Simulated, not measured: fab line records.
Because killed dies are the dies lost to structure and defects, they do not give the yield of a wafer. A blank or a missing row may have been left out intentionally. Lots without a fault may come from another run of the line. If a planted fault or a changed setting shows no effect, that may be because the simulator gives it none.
fab line records + flow berkeley_cmos170
record
- lots=6
- wafers=18
- last_day=13
route steps=331 shown PLDD@147 NLDD@158
lots untouched by any fault: they come from a run of this same line in which no faults occurred
start_h: hours from the record's opening day to when the first of the lot's shown wafers began + wait_h: hours since the lot's step before + " unchanged from the row above + L1.1+2: a row that stands for several wafers + - no value present, or no start provided + * or withheld: withheld + < > ~ a bound
route shown NAME@n: NAME is a module with steps in the file, n the number in the route of the first one + usual: mean and standard deviation over wafers with no fault + same: alike in all rows + chamber/n: place in a boat + sites: the reading at each site + _std_site: their standard deviation + _edge_site: mean of outer sites minus mean of inner sites + radius_mm: for every site, how far away it sits from the centre of the wafer + mask NAME#n: copy n + behind: the last tool/chamber to shape the wafer + hold: why the lot was held/for how many hours/how that ended + device: whichever transistor did not switch (one of n, p or np) + end of line: tests run on the same wafers once the route is complete + for a step that has no rows: nothing shown but its recipe + killed: at the first sort, the dies lost to defects and structure; wafer yield is something else + map: per-die view of a wafer (x killed, . not killed, _ where there is no die)
set.NAME: setting as actually run; set.NAME@STEP: the setting as run at that earlier step + model.NAME: the simulator's own value behind a step, which no gauge read
a table for each step, a row for each wafer; lots at some steps of the route
services: from which hour (start_h, from the record's first day; less than 0 if before it) a tool's chamber was out of use, for how many hours, and why
## steps
# step UCB170_PLDD_SOFTBAKE_02
# recipe
- resist=KrF
- temp_c=130
- time_s=60
# step UCB170_PLDD_EXPOSE_03
# recipe
- mask_id=PSELECT
- na=0.5
- sigma_outer=0.6
- source_shape=conventional
- target_cd_nm=1200
- dose_mj=30
# step UCB170_PLDD_PEB_04
# recipe
- peb_temp_c=130
- peb_time_s=withheld
- resist=KrF
# step UCB170_PLDD_DEVELOP_05
# recipe
- developer=TMAH
- develop_time_s=45
- resist=KrF
- dev_temp_c=21
# step UCB170_PLDD_CD_MEAS_06
# recipe
- target_cd_nm=1200
# usual
- cd_nm=1200.3/1.4
| lot.wafer | tool      | chamber | start_h | wait_h | cd_nm  |
|-----------|-----------|---------|---------|--------|--------|
| L867.1    | cd_sem-02 | -       | 145.08  | -      | 1201.3 |
| L867.2    | "         | -       | "       | "      | 1200.9 |
| L867.5    | "         | -       | "       | "      | 1201.0 |
| L874.4    | cd_sem-01 | -       | 179.47  | -      | 1199.8 |
| L874.5    | "         | -       | "       | "      | 1199.7 |
| L874.6    | "         | -       | "       | "      | 1199.4 |
| L882.1    | cd_sem-02 | -       | 228.69  | -      | 1198.8 |
| L882.3    | "         | -       | "       | "      | 1198.7 |
| L882.5    | "         | -       | "       | "      | 1200.9 |
| L883.1    | cd_sem-02 | -       | 234.21  | -      | 1201.3 |
| L883.4    | "         | -       | "       | "      | 1200.9 |
| L883.6    | "         | -       | "       | "      | 1200.9 |
| L885.3    | cd_sem-01 | -       | 247.82  | -      | 1200.1 |
| L885.4    | "         | -       | "       | "      | 1201.1 |
| L885.6    | "         | -       | "       | "      | 1200.8 |
| L886.1    | cd_sem-02 | -       | 254.82  | -      | 1200.2 |
| L886.2    | "         | -       | "       | "      | 1200.0 |
| L886.6    | "         | -       | "       | "      | 1199.3 |
# step UCB170_PLDD_OVL_MEAS_07
# usual
- PLDD_OVL=2/6.9
| lot.wafer | tool       | chamber | start_h | wait_h | PLDD_OVL[nm] |
|-----------|------------|---------|---------|--------|--------------|
| L867.1    | overlay-02 | -       | 145.20  | 0.1    | -4           |
| L867.2    | "          | -       | "       | "      | -7           |
| L867.5    | "          | -       | "       | "      | -8           |
| L874.4    | overlay-01 | -       | 179.55  | 0.1    | 18           |
| L874.5    | "          | -       | "       | "      | 15           |
| L874.6    | "          | -       | "       | "      | 14           |
| L882.1    | overlay-01 | -       | 228.81  | 0.1    | 6            |
| L882.3    | "          | -       | "       | "      | 8            |
| L882.5    | "          | -       | "       | "      | 1            |
| L883.1    | overlay-02 | -       | 234.33  | 0.1    | 6            |
| L883.4    | "          | -       | "       | "      | 10           |
| L883.6    | "          | -       | "       | "      | 9            |
| L885.3    | overlay-01 | -       | 247.92  | 0.1    | 5            |
| L885.4    | "          | -       | "       | "      | 1            |
| L885.6    | "          | -       | "       | "      | 3            |
| L886.1    | overlay-01 | -       | 254.94  | 0.1    | -12          |
| L886.2    | "          | -       | "       | "      | -6           |
| L886.6    | "          | -       | "       | "      | -12          |
# step UCB170_PLDD_IMPLANT_08
# recipe
- species=BF2
- dose_cm2=5e+13
- energy_kev=10
- tilt_deg=7
- rotation_deg=0
# step UCB170_PLDD_IMPLANT_09
# recipe
- species=BF2
- dose_cm2=5e+13
- energy_kev=10
- tilt_deg=7
- rotation_deg=180
# step UCB170_PLDD_STRIP_10
# recipe
- chemistry=O2
- power_w=400
- pressure_mtorr=3500
- platen_temp_c=withheld
- o2_flow_sccm=400
- overash_fraction=0.5
# usual
- drypump_motor_current_A=5.7/0.45
- oes_product_au=0.734/0.0048
- strip_time_to_endpoint_s=21.67/0.067
| lot.wafer | tool            | chamber | start_h | wait_h | drypump_motor_current_A | oes_product_au | rf_hours_counter_h | strip_time_to_endpoint_s |
|-----------|-----------------|---------|---------|--------|-------------------------|----------------|--------------------|--------------------------|
| L867.1    | plasma_asher-01 | 0       | 145.54  | 0.1    | 6.1                     | 0.740          | 40                 | 21.72                    |
| L867.2    | "               | 1       | "       | "      | 6.4                     | 0.730          | 40                 | 21.70                    |
| L867.5    | "               | 1       | "       | "      | 6.3                     | 0.732          | -                  | 21.75                    |
| L874.4    | plasma_asher-03 | 0       | 179.90  | 0.1    | 5.2                     | 0.738          | -                  | 21.75                    |
| L874.5    | "               | 1       | "       | "      | 5.2                     | 0.725          | -                  | 21.70                    |
| L874.6    | "               | 0       | "       | "      | 5.2                     | 0.738          | -                  | 21.68                    |
| L882.1    | plasma_asher-03 | 0       | 229.15  | 0.1    | 5.2                     | 0.738          | 11                 | 21.65                    |
| L882.3    | "               | 0       | "       | "      | 5.2                     | 0.731          | -                  | 21.68                    |
| L882.5    | "               | 0       | "       | "      | 5.2                     | 0.734          | -                  | 21.66                    |
| L883.1    | plasma_asher-03 | 0       | 234.67  | 0.1    | 5.2                     | 0.731          | 12                 | 21.53                    |
| L883.4    | "               | 1       | "       | "      | 5.3                     | 0.735          | -                  | 21.65                    |
| L883.6    | "               | 0       | "       | "      | 5.2                     | 0.728          | -                  | 21.62                    |
| L885.3    | plasma_asher-01 | 0       | 248.27  | 0.1    | 6.1                     | 0.736          | -                  | 21.73                    |
| L885.4    | "               | 1       | "       | "      | 6.3                     | 0.738          | -                  | 21.68                    |
| L885.6    | "               | 1       | "       | "      | 6.3                     | 0.742          | -                  | 21.65                    |
| L886.1    | plasma_asher-04 | 0       | 255.27  | 0.1    | 6.1                     | 0.732          | 53                 | 21.76                    |
| L886.2    | "               | 1       | "       | "      | 5.6                     | 0.732          | 53                 | 21.74                    |
| L886.6    | "               | 0       | "       | "      | 6.1                     | 0.723          | -                  | 21.69                    |
# step UCB170_PLDD_TW_MEAS_11
# usual
- PLDD_TW=1011/8.5
| lot.wafer | tool          | chamber | start_h | wait_h | PLDD_TW |
|-----------|---------------|---------|---------|--------|---------|
| L867.1    | film_metro-03 | -       | 145.64  | 0.1    | 1009    |
| L867.2    | "             | -       | "       | "      | 1004    |
| L867.5    | "             | -       | "       | "      | 1006    |
| L874.4    | film_metro-03 | -       | 179.99  | 0.1    | 1011    |
| L874.5    | "             | -       | "       | "      | 1012    |
| L874.6    | "             | -       | "       | "      | 1010    |
| L882.1    | film_metro-01 | -       | 229.25  | 0.1    | 1003    |
| L882.3    | "             | -       | "       | "      | 1001    |
| L882.5    | "             | -       | "       | "      | 996     |
| L883.1    | film_metro-02 | -       | 234.77  | 0.1    | 1008    |
| L883.4    | "             | -       | "       | "      | 1014    |
| L883.6    | "             | -       | "       | "      | 1014    |
| L885.3    | film_metro-03 | -       | 248.36  | 0.1    | 1012    |
| L885.4    | "             | -       | "       | "      | 1008    |
| L885.6    | "             | -       | "       | "      | 1009    |
| L886.1    | film_metro-01 | -       | 255.37  | 0.1    | 991     |
| L886.2    | "             | -       | "       | "      | 988     |
| L886.6    | "             | -       | "       | "      | 999     |
# step UCB170_PLDD_CLEAN_12
# recipe
- chemistry=SPM
- temp_c=120
- time_s=600
# step UCB170_NLDD_HMDS_00
# recipe
- prime_time_s=60
- prime_temp_c=100
# step UCB170_NLDD_COAT_01
# recipe
- resist=KrF
- spin_rpm=1500
- resist_thk_nm=900
# usual
- chill_plate_temp_C=23.00/0.11
- dispense_pressure_kPa=52.8/1.7
| lot.wafer | tool           | chamber | start_h | wait_h | chill_plate_temp_C | dispense_pressure_kPa |
|-----------|----------------|---------|---------|--------|--------------------|-----------------------|
| L867.1    | litho_track-04 | 0       | 146.32  | 0.1    | 23.14              | 50.9                  |
| L867.2    | "              | 0       | "       | "      | 23.11              | 50.9                  |
| L867.5    | "              | 0       | "       | "      | 23.24              | 50.9                  |
| L874.4    | litho_track-03 | 0       | 180.42  | 0.1    | 22.95              | 55.0                  |
| L874.5    | "              | 0       | "       | "      | 22.79              | 55.0                  |
| L874.6    | "              | 0       | "       | "      | 22.82              | 55.0                  |
| L882.1    | litho_track-03 | -       | 229.63  | 0.1    | -                  | -                     |
| L882.3    | "              | -       | "       | "      | -                  | -                     |
| L882.5    | "              | -       | "       | "      | -                  | -                     |
| L883.1    | litho_track-03 | -       | 235.15  | 0.1    | -                  | -                     |
| L883.4    | "              | -       | "       | "      | -                  | -                     |
| L883.6    | "              | -       | "       | "      | -                  | -                     |
| L885.3    | litho_track-04 | 0       | 249.09  | 0.1    | 23.20              | 50.9                  |
| L885.4    | "              | 0       | "       | "      | 23.12              | 50.9                  |
| L885.6    | "              | 0       | "       | "      | 23.05              | 50.9                  |
| L886.1    | litho_track-01 | 0       | 256.14  | 0.1    | 22.95              | 53.6                  |
| L886.2    | "              | 0       | "       | "      | 22.81              | 53.6                  |
| L886.6    | "              | 0       | "       | "      | 22.96              | 53.7                  |
# step UCB170_NLDD_SOFTBAKE_02
# recipe
- resist=KrF
- temp_c=130
- time_s=60
# step UCB170_NLDD_EXPOSE_03
# recipe
- mask_id=NSELECT
- na=0.5
- sigma_outer=0.6
- source_shape=conventional
- target_cd_nm=1200
- dose_mj=30
# step UCB170_NLDD_PEB_04
# recipe
- peb_temp_c=130
- peb_time_s=withheld
- resist=KrF
# step UCB170_NLDD_DEVELOP_05
# recipe
- developer=TMAH
- develop_time_s=45
- resist=KrF
- dev_temp_c=21
# step UCB170_NLDD_CD_MEAS_06
# recipe
- target_cd_nm=1200
# usual
- cd_nm=1199.8/1.2
| lot.wafer | tool      | chamber | start_h | wait_h | cd_nm  |
|-----------|-----------|---------|---------|--------|--------|
| L867.1    | cd_sem-02 | -       | 147.52  | -      | 1201.7 |
| L867.2    | "         | -       | "       | "      | 1202.3 |
| L867.5    | "         | -       | "       | "      | 1203.0 |
| L874.4    | cd_sem-02 | -       | 181.23  | -      | 1198.5 |
| L874.5    | "         | -       | "       | "      | 1200.4 |
| L874.6    | "         | -       | "       | "      | 1200.0 |
| L882.1    | cd_sem-01 | -       | 230.67  | -      | -      |
| L882.3    | "         | -       | "       | "      | -      |
| L882.5    | "         | -       | "       | "      | -      |
| L883.1    | cd_sem-02 | -       | 235.97  | -      | -      |
| L883.4    | "         | -       | "       | "      | -      |
| L883.6    | "         | -       | "       | "      | -      |
| L885.3    | cd_sem-02 | -       | 249.77  | -      | 1199.7 |
| L885.4    | "         | -       | "       | "      | 1201.1 |
| L885.6    | "         | -       | "       | "      | 1199.5 |
| L886.1    | cd_sem-02 | -       | 257.31  | -      | 1199.9 |
| L886.2    | "         | -       | "       | "      | 1200.7 |
| L886.6    | "         | -       | "       | "      | 1199.6 |
# step UCB170_NLDD_OVL_MEAS_07
# usual
- NLDD_OVL=-1/5.3
| lot.wafer | tool       | chamber | start_h | wait_h | NLDD_OVL[nm] |
|-----------|------------|---------|---------|--------|--------------|
| L867.1    | overlay-02 | -       | 147.64  | 0.1    | -8           |
| L867.2    | "          | -       | "       | "      | 0            |
| L867.5    | "          | -       | "       | "      | 0            |
| L874.4    | overlay-01 | -       | 181.30  | 0.1    | -8           |
| L874.5    | "          | -       | "       | "      | -8           |
| L874.6    | "          | -       | "       | "      | -7           |
| L882.1    | overlay-02 | -       | 230.79  | 0.1    | -            |
| L882.3    | "          | -       | "       | "      | -            |
| L882.5    | "          | -       | "       | "      | -            |
| L883.1    | overlay-01 | -       | 236.09  | 0.1    | -            |
| L883.4    | "          | -       | "       | "      | -            |
| L883.6    | "          | -       | "       | "      | -            |
| L885.3    | overlay-02 | -       | 249.87  | 0.1    | 7            |
| L885.4    | "          | -       | "       | "      | 0            |
| L885.6    | "          | -       | "       | "      | 3            |
| L886.1    | overlay-02 | -       | 257.43  | 0.1    | -5           |
| L886.2    | "          | -       | "       | "      | -7           |
| L886.6    | "          | -       | "       | "      | -1           |
## services
| tool            | chamber | start_h | hours | kind   |
|-----------------|---------|---------|-------|--------|
| plasma_asher-03 | -       | 144.91  | 1.1   | repair |
| plasma_asher-03 | -       | 164.81  | 1.9   | repair |
## key
first_sign
- step=UCB170_NLDD_COAT_01
- reading=tool_record
- direction=missing
effect
- step=UCB170_NLDD_CD_MEAS_06
- reading=cd_nm
- direction=missing
effect
- step=UCB170_NLDD_OVL_MEAS_07
- reading=NLDD_OVL
- direction=missing
met_at UCB170_NLDD_COAT_01
struck_wafers L882.1,L882.3,L882.5,L883.1,L883.4,L883.6
sort_left_out L882.1,L882.3,L882.5,L883.1,L883.4,L883.6
tester_left_out L882,L883
onset_between 180.42 229.63
fault
- kind=skipped_step_whole
- tool=litho_track-03
- chamber=-
- onset_h=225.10
- steps=UCB170_NLDD_COAT_01
- scope=struck_lots_only
# tester_left_out: of these lots the tester's yield and bins aren't shown, on N5 and GAA mostly nor the transistor test; their killed dies are dies lost to structure and defects alone, not to doping, threshold or leakage, so they don't give the yield
# sort_left_out: the simulated sort isn't trusted on such a fault, so these wafers' sort isn't shown, and their yield isn't known
